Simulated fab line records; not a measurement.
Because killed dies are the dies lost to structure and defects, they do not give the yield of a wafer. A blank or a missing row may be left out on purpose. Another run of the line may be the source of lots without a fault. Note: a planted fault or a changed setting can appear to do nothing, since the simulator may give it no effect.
What tool caused it? / flow rit_cmos / 14 lots with 42 wafers sampled at 4 steps, on a route of 202 steps

## WHAT THE GAUGES READ, wafer by wafer
Not one reading of a measure or inspect step in the record can be checked against a usual standard deviation.

## EACH LOT AND THE TOOL THAT RAN IT (in order: tool; ch and the chambers of the sampled wafers; start)
lot=L275; RIT_SILICIDE_RTA_04=rtp_anneal-02 ch 0, day 3 02:13; RIT_CONTACT_EXPOSE_05=iline_stepper-02 ch 0, day 3 03:04; RIT_CONTACT_STRIP_12=plasma_asher-02 ch 1, day 3 04:10; RIT_M1_STRIP_14=plasma_asher-01 ch 0,1, day 3 07:02
lot=L276; RIT_SILICIDE_RTA_04=rtp_anneal-01 ch 0, day 3 11:40; RIT_CONTACT_EXPOSE_05=iline_stepper-02 ch 0, day 3 12:24; RIT_CONTACT_STRIP_12=plasma_asher-02 ch 0,1, day 3 13:25; RIT_M1_STRIP_14=plasma_asher-01 ch 0,1, day 3 16:17
lot=L277; RIT_SILICIDE_RTA_04=rtp_anneal-02 ch 0, day 3 14:00; RIT_CONTACT_EXPOSE_05=iline_stepper-01 ch 0, day 3 14:59; RIT_CONTACT_STRIP_12=plasma_asher-02 ch 0,1, day 3 16:07; RIT_M1_STRIP_14=plasma_asher-03 ch 0,1, day 3 19:01
lot=L278; RIT_SILICIDE_RTA_04=rtp_anneal-01 ch 0, day 3 18:07; RIT_CONTACT_EXPOSE_05=iline_stepper-01 ch 0, day 3 18:52; RIT_CONTACT_STRIP_12=plasma_asher-04 ch 0,1, day 3 19:53; RIT_M1_STRIP_14=plasma_asher-03 ch 0,1, day 3 22:46
lot=L279; RIT_SILICIDE_RTA_04=rtp_anneal-02 ch 0, day 3 22:15; RIT_CONTACT_EXPOSE_05=iline_stepper-01 ch 0, day 3 23:01; RIT_CONTACT_STRIP_12=plasma_asher-02 ch 0,1, day 4 00:02; RIT_M1_STRIP_14=plasma_asher-01 ch 0,1, day 4 02:49
lot=L280; RIT_SILICIDE_RTA_04=rtp_anneal-01 ch 0, day 4 03:25; RIT_CONTACT_EXPOSE_05=iline_stepper-01 ch 0, day 4 04:14; RIT_CONTACT_STRIP_12=plasma_asher-04 ch 0,1, day 4 05:14; RIT_M1_STRIP_14=plasma_asher-02 ch 0,1, day 4 08:00
lot=L283; RIT_SILICIDE_RTA_04=rtp_anneal-02 ch 0, day 4 19:04; RIT_CONTACT_EXPOSE_05=iline_stepper-02 ch 0, day 4 19:48; RIT_CONTACT_STRIP_12=plasma_asher-04 ch 0,1, day 4 20:49; RIT_M1_STRIP_14=plasma_asher-02 ch 0,1, day 4 23:35
lot=L284; RIT_SILICIDE_RTA_04=rtp_anneal-01 ch 0, day 5 00:18; RIT_CONTACT_EXPOSE_05=iline_stepper-02 ch 0, day 5 01:02; RIT_CONTACT_STRIP_12=plasma_asher-01 ch 0,1, day 5 02:03; RIT_M1_STRIP_14=plasma_asher-02 ch 0,1, day 5 04:56
lot=L285; RIT_SILICIDE_RTA_04=rtp_anneal-02 ch 0, day 5 03:28; RIT_CONTACT_EXPOSE_05=iline_stepper-02 ch 0, day 5 04:11; RIT_CONTACT_STRIP_12=plasma_asher-01 ch 0,1, day 5 05:13; RIT_M1_STRIP_14=plasma_asher-02 ch 0,1, day 5 07:58
lot=L288; RIT_SILICIDE_RTA_04=rtp_anneal-01 ch 0, day 5 21:40; RIT_CONTACT_EXPOSE_05=iline_stepper-01 ch 0, day 5 22:36; RIT_CONTACT_STRIP_12=plasma_asher-04 ch 0, day 5 23:40; RIT_M1_STRIP_14=plasma_asher-03 ch 0,1, day 6 02:44
lot=L295; RIT_SILICIDE_RTA_04=rtp_anneal-01 ch 0, day 7 06:49; RIT_CONTACT_EXPOSE_05=iline_stepper-02, day 7 07:41; RIT_CONTACT_STRIP_12=plasma_asher-01 ch 0,1, day 7 08:49; RIT_M1_STRIP_14=-
lot=L296; RIT_SILICIDE_RTA_04=rtp_anneal-02 ch 0, day 7 12:26; RIT_CONTACT_EXPOSE_05=iline_stepper-01, day 7 13:34; RIT_CONTACT_STRIP_12=plasma_asher-01 ch 0,1, day 7 14:36; RIT_M1_STRIP_14=-
lot=L297; RIT_SILICIDE_RTA_04=rtp_anneal-02 ch 0, day 7 17:29; RIT_CONTACT_EXPOSE_05=iline_stepper-02 ch 0, day 7 18:21; RIT_CONTACT_STRIP_12=plasma_asher-01 ch 0,1, day 7 19:25; RIT_M1_STRIP_14=plasma_asher-01 ch 0,1, day 7 22:29
lot=L298; RIT_SILICIDE_RTA_04=rtp_anneal-02 ch 0, day 7 21:56; RIT_CONTACT_EXPOSE_05=iline_stepper-02 ch 0, day 7 22:41; RIT_CONTACT_STRIP_12=plasma_asher-02 ch 0,1, day 7 23:41; RIT_M1_STRIP_14=plasma_asher-02 ch 0,1, day 8 02:43
- RIT_SILICIDE_RTA_04: time 10 s, ramp up 5 s, ramp down 5 s.
- RIT_CONTACT_EXPOSE_05: exposes mask M11, target cd 1000 nm.
- RIT_CONTACT_STRIP_12: strips in O2, time 180 s.
- RIT_M1_STRIP_14: strips in O2, time 180 s.

## AS READ BY THE TOOLS THEMSELVES (means over the sampled wafers that have a number; for cases with no such wafer, the mark the record gives instead)
RIT_SILICIDE_RTA_04.
lot=L275 tool=rtp_anneal-02 wafer_temp_C_max=651.3
lot=L276 tool=rtp_anneal-01 wafer_temp_C_max=652.7
lot=L277 tool=rtp_anneal-02 wafer_temp_C_max=651.6
lot=L278 tool=rtp_anneal-01 wafer_temp_C_max=653.3
lot=L279 tool=rtp_anneal-02 wafer_temp_C_max=651.8
lot=L280 tool=rtp_anneal-01 wafer_temp_C_max=653.3
lot=L283 tool=rtp_anneal-02 wafer_temp_C_max=651.9
lot=L284 tool=rtp_anneal-01 wafer_temp_C_max=653.9
lot=L285 tool=rtp_anneal-02 wafer_temp_C_max=651.7
lot=L288 tool=rtp_anneal-01 wafer_temp_C_max=653.2
lot=L295 tool=rtp_anneal-01 wafer_temp_C_max=653.1
lot=L296 tool=rtp_anneal-02 wafer_temp_C_max=651.3
lot=L297 tool=rtp_anneal-02 wafer_temp_C_max=651.6
lot=L298 tool=rtp_anneal-02 wafer_temp_C_max=651.6

RIT_CONTACT_EXPOSE_05.
lot=L275; tool=iline_stepper-02; exposure_dose_mJ_cm2=249.75; focus_offset_nm (nm)=0.2
lot=L276; tool=iline_stepper-02; exposure_dose_mJ_cm2=250.03; focus_offset_nm (nm)=0.1
lot=L277; tool=iline_stepper-01; exposure_dose_mJ_cm2=249.96; focus_offset_nm (nm)=-0.9
lot=L278; tool=iline_stepper-01; exposure_dose_mJ_cm2=249.52; focus_offset_nm (nm)=0.4
lot=L279; tool=iline_stepper-01; exposure_dose_mJ_cm2=250.41; focus_offset_nm (nm)=0.1
lot=L280; tool=iline_stepper-01; exposure_dose_mJ_cm2=250.11; focus_offset_nm (nm)=0.6
lot=L283; tool=iline_stepper-02; exposure_dose_mJ_cm2=250.08; focus_offset_nm (nm)=0.1
lot=L284; tool=iline_stepper-02; exposure_dose_mJ_cm2=249.76; focus_offset_nm (nm)=0.3
lot=L285; tool=iline_stepper-02; exposure_dose_mJ_cm2=249.74; focus_offset_nm (nm)=0.2
lot=L288; tool=iline_stepper-01; exposure_dose_mJ_cm2=250.09; focus_offset_nm (nm)=-0.7
lot=L295; tool=iline_stepper-02; exposure_dose_mJ_cm2=-; focus_offset_nm (nm)=-
lot=L296; tool=iline_stepper-01; exposure_dose_mJ_cm2=-; focus_offset_nm (nm)=-
lot=L297; tool=iline_stepper-02; exposure_dose_mJ_cm2=249.89; focus_offset_nm (nm)=0.2
lot=L298; tool=iline_stepper-02; exposure_dose_mJ_cm2=250.00; focus_offset_nm (nm)=-0.5

RIT_CONTACT_STRIP_12.
lot=L275; tool=plasma_asher-02; drypump_motor_current_A (A)=5.8; o2_flow_sccm (sccm)=4015
lot=L276; tool=plasma_asher-02; drypump_motor_current_A (A)=5.9; o2_flow_sccm (sccm)=4001
lot=L277; tool=plasma_asher-02; drypump_motor_current_A (A)=5.9; o2_flow_sccm (sccm)=3984
lot=L278; tool=plasma_asher-04; drypump_motor_current_A (A)=5.6; o2_flow_sccm (sccm)=3995
lot=L279; tool=plasma_asher-02; drypump_motor_current_A (A)=5.8; o2_flow_sccm (sccm)=4005
lot=L280; tool=plasma_asher-04; drypump_motor_current_A (A)=5.6; o2_flow_sccm (sccm)=4003
lot=L283; tool=plasma_asher-04; drypump_motor_current_A (A)=5.5; o2_flow_sccm (sccm)=3992
lot=L284; tool=plasma_asher-01; drypump_motor_current_A (A)=4.8; o2_flow_sccm (sccm)=4005
lot=L285; tool=plasma_asher-01; drypump_motor_current_A (A)=4.8; o2_flow_sccm (sccm)=3989
lot=L288; tool=plasma_asher-04; drypump_motor_current_A (A)=5.3; o2_flow_sccm (sccm)=3998
lot=L295; tool=plasma_asher-01; drypump_motor_current_A (A)=4.9; o2_flow_sccm (sccm)=4003
lot=L296; tool=plasma_asher-01; drypump_motor_current_A (A)=5.0; o2_flow_sccm (sccm)=3993
lot=L297; tool=plasma_asher-01; drypump_motor_current_A (A)=5.0; o2_flow_sccm (sccm)=4004
lot=L298; tool=plasma_asher-02; drypump_motor_current_A (A)=5.8; o2_flow_sccm (sccm)=4008

RIT_M1_STRIP_14.
lot=L275; tool=plasma_asher-01; drypump_motor_current_A (A)=4.8; o2_flow_sccm (sccm)=3980
lot=L276; tool=plasma_asher-01; drypump_motor_current_A (A)=5.0; o2_flow_sccm (sccm)=4006
lot=L277; tool=plasma_asher-03; drypump_motor_current_A (A)=5.8; o2_flow_sccm (sccm)=4005
lot=L278; tool=plasma_asher-03; drypump_motor_current_A (A)=5.8; o2_flow_sccm (sccm)=3983
lot=L279; tool=plasma_asher-01; drypump_motor_current_A (A)=4.8; o2_flow_sccm (sccm)=4010
lot=L280; tool=plasma_asher-02; drypump_motor_current_A (A)=5.8; o2_flow_sccm (sccm)=4002
lot=L283; tool=plasma_asher-02; drypump_motor_current_A (A)=5.9; o2_flow_sccm (sccm)=4007
lot=L284; tool=plasma_asher-02; drypump_motor_current_A (A)=5.9; o2_flow_sccm (sccm)=3998
lot=L285; tool=plasma_asher-02; drypump_motor_current_A (A)=5.9; o2_flow_sccm (sccm)=3992
lot=L288; tool=plasma_asher-03; drypump_motor_current_A (A)=5.9; o2_flow_sccm (sccm)=4009
lot=L297; tool=plasma_asher-01; drypump_motor_current_A (A)=4.9; o2_flow_sccm (sccm)=4002
lot=L298; tool=plasma_asher-02; drypump_motor_current_A (A)=5.9; o2_flow_sccm (sccm)=4010

## THE ANSWER, worked out from the rows above alone
Rule: what is usual is taken from the lots themselves. Put in order of their means at a reading, lots are off if they are a third of the lots or fewer, leave a main group of 4 or more, and stand apart from it by a gap of 3 or more times the standard deviation of the main group's means; of several such gaps the widest counts. The tables above print the reading to a certain number of digits; a main group whose means all agree to those digits is not used. Also off: a lot with no number at a reading for which 4 or more lots have one. Any other lot the step has rows for is counted as sound. First the gauges in route order, then the tools' own readings, where a lot's mean is used as printed above. The first step at which some lot is off is used, and at that step the reading that is off furthest; a lot without a number counts as furthest.
Off, at RIT_CONTACT_EXPOSE_05 on exposure_dose_mJ_cm2: L295, L296. Without a number there: L295, L296. Main group: mean 249.94, sd 0.22.
If a tool, at that step or one of the process steps before it, ran each lot that is off and ran no sound lot following the first of them, it fits. No candidate that was tried fits.

## WHAT THE SIMULATOR HAD PUT IN
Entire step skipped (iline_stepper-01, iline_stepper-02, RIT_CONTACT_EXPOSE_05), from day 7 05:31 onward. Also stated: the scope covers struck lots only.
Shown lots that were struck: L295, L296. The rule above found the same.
